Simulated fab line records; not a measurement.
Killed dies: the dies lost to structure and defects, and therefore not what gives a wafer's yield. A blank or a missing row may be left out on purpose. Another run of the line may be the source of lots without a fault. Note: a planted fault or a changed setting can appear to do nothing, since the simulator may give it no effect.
Problem report, 8D (eight disciplines) form, completed by code + flow berkeleyCmos170 + the parts of the form that need people (team, actions taken, sign-off) are left out

1. THE ISSUE
developerTempC at UCB170_M1_DEVELOP_08 reads a mean of 20.18 C on 6 wafers of 2 lots; wafers without a fault read 21.00 C with a standard deviation of 0.093. That puts it -8.8 standard deviations away from the usual mean.
The step: develop time 45 s.
The first sign was on wafer L150.1 at day 10 16:00, on lithoTrack-02. Wafers with a number at this step in the record: 42, from 14 lots. The rule behind "out" and "out of limits": a value lying over 4 standard deviations away from the usual mean. All remaining wafers that have a number are taken as sound.

2. WHAT THIS IS AND IS NOT
| question                    | is                     | is not                                                                          |
|-----------------------------|------------------------|---------------------------------------------------------------------------------|
| which readings at this step | developerTempC         | -                                                                               |
| which lots                  | L150, L151             | L138, L139, L140, L141, L142, L143, L144, L147, L149, L156, L160, L161          |
| which wafers of those lots  | all that have a number | -                                                                               |
| read on which tools         | lithoTrack-02          | lithoTrack-01, lithoTrack-03                                                    |
| when                        | from day 10 16:00      | up to then (27 sound wafers); but 9 sound wafers of L156, L160, L161 came after |

3. THE SUSPECTS, EACH WITH WHAT RULES IT OUT
Counting: a tool at a process step up to the reading stays a suspect if it ran every lot that is out and no sound lot after the first of them.
- lithoTrack-02 at UCB170_M1_DEVELOP_08 (develop time 45 s): kept. All lots that are out passed through it, beginning with L150 at day 10 16:00, and no sound lot followed; its final sound lot before that point was L140 at day 9 04:00. Its own developerTempC readings are out on those wafers.
The count leaves lithoTrack-02 at UCB170_M1_DEVELOP_08.

4. THE CAUSE (what the simulator had put in)
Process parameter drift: lithoTrack-02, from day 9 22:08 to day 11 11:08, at UCB170_M1_DEVELOP_08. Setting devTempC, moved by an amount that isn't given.
The count eliminated every tool but this one.

5. THE CHAIN OF EFFECTS, in route order
Rows list readings where the struck wafers' mean (over those with a number) sits beyond 3 standard deviations from the usual. Only readings for which the record gives a usual standard deviation are gone through. hours: the time from each lot's start at the first step in this table that gives one to its start at this step, as a median over the lots. sigmas: the change in usual standard deviations.
| hours | step                 | reading        | usual   | on struck wafers | change | sigmas |
|-------|----------------------|----------------|---------|------------------|--------|--------|
| 0     | UCB170_M1_DEVELOP_08 | developerTempC | 21.00 C | 20.18            | -0.82  | -8.8   |
Its process steps:
- UCB170_M1_DEVELOP_08: develop time 45 s.

6. HOW IT WOULD HAVE BEEN CAUGHT EARLIER
In this record the first reading out of limits was taken at day 10 16:00, 18 hours after the fault began at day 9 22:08.
